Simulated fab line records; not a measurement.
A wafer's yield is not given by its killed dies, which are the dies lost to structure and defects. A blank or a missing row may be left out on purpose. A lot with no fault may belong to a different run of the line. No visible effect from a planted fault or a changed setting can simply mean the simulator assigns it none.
Struck lot and sound lot, side by side ; flow ritCmos ; 16 out of 202 route steps
Sound: the wafers L641.1, L641.2, L641.5. Wafers L652.3, L652.4, L652.5 were the ones struck. The cause is given at the end.
For every step that has rows: the tool of each side, followed by ch and its chambers, followed by its first start. Under that, the readings that differ: sound wafers ; struck wafers ; difference of the means ; sigmas: that difference in standard deviations of wafers without a fault.
alike: readings whose means differ by less than 2 such deviations, and words and numbers that are the same on both sides. not compared: withheld readings, readings that some wafer has no value for, bounds like >300 that may hide the same value, and numbers for which the record gives no deviation and whose values overlap.
Wherever a step has rows on one side only, a row that says differs or no value, or a row with sigmas, the two part there. Numbers that don't overlap but have no deviation are shown without sigmas and don't part them. A reading that every wafer of one side lacks parts them only if that side has two wafers or more.

first, 4 steps without rows for these wafers: RIT_PLDD_SOFTBAKE_02 (time 60 s); RIT_PLDD_EXPOSE_03 (exposes mask M8, target cd 40900 nm); RIT_PLDD_PEB_04; RIT_PLDD_DEVELOP_05 (develop time 50 s).
RIT_PLDD_OVL_MEAS_06:
  sound on overlay-01, day 4 12:53; struck on overlay-01, day 6 19:19
  alike: PLDD_OVL
then, 2 steps without rows for these wafers: RIT_PLDD_HARDBAKE_07 (time 60 s); RIT_PLDD_IMPLANT_08.
RIT_PLDD_STRIP_09: strips in O2, time 180 s.
  sound on plasmaAsher-04 ch 0,1, day 4 13:13; struck on plasmaAsher-02 ch 0,1, day 6 19:42
  alike: drypumpMotorCurrentA
  not compared: rfHoursCounterH
RIT_PLDD_TW_MEAS_10:
  sound on filmMetro-01, day 4 13:24; struck on filmMetro-04, day 6 19:50
reading;sound;struck;difference;sigmas
PLDD_TW;2340 2358 2345;2319 2298 2308;-39;-2
then, 3 steps without rows for these wafers: RIT_SPACER_CLEAN_00 (cleans in SC1, time 600 s); RIT_SPACER_CLEAN_01 (cleans in dHF, time 30 s); RIT_SPACER_CLEAN_02 (cleans in SC2, time 600 s).
RIT_SPACER_CVD_03: deposits Si3N4 from SiH2Cl2/NH3, target thk 250 nm, time 3300 s.
  sound on lpcvd-02 ch 1, day 4 13:50; struck on lpcvd-02 ch 0, day 7 00:20
  alike: pressureMtorr, susceptorTempC
RIT_SPACER_THK_MEAS_04:
  sound on filmMetro-01, day 4 15:46; struck on filmMetro-02, day 7 02:20
reading;sound;struck;difference;sigmas
SPACER_NITRIDE_THK (nm);242.2 243.4 245.4;495.7 497.6 498.9;+253.7;+94
RIT_SPACER_ETCHBACK_05: etches Si3N4 in SF6/CHF3, stops on SiO2, target depth 250 nm, time 240 s.
  sound on rieDiel-02 ch 1,2, day 4 15:49; struck on rieDiel-02 ch 0,2,3, day 7 02:23
reading;sound;struck;difference;sigmas
oesProductAu (a.u.);0.823 0.809 0.816;1.009 0.993 1.038;+0.197;+15
model.Si3N4_of_SPACER_CVD_03.thkNm (nm);188.1 188.9 190.2;384 391.6 387.9;+199;
model.etch.depthNm (nm);242.2 243.5 245.5;325.6 307.8 321.2;+74.5;
  alike: CHF3_flow_sccm, drypumpMotorCurrentA, throttleValvePct
  not compared: rfHoursCounterH
RIT_M1_PROBE_99:
  sound on prober-01, day 5 02:40; struck on prober-02, day 7 14:43
reading;sound;struck;difference;sigmas
killedAtFrontEnd;14 8 5;264 264 264;+255;+85
killedDies;14 8 5;264 264 264;+255;+85
killedOnRim;5 2 3;70 70 70;+67;+48
  alike: killedOpen, killedShort

WHERE THEY PART
Earliest at RIT_PLDD_TW_MEAS_10; latest, in this record, at RIT_M1_PROBE_99.

WHY: what had been put in by the simulator
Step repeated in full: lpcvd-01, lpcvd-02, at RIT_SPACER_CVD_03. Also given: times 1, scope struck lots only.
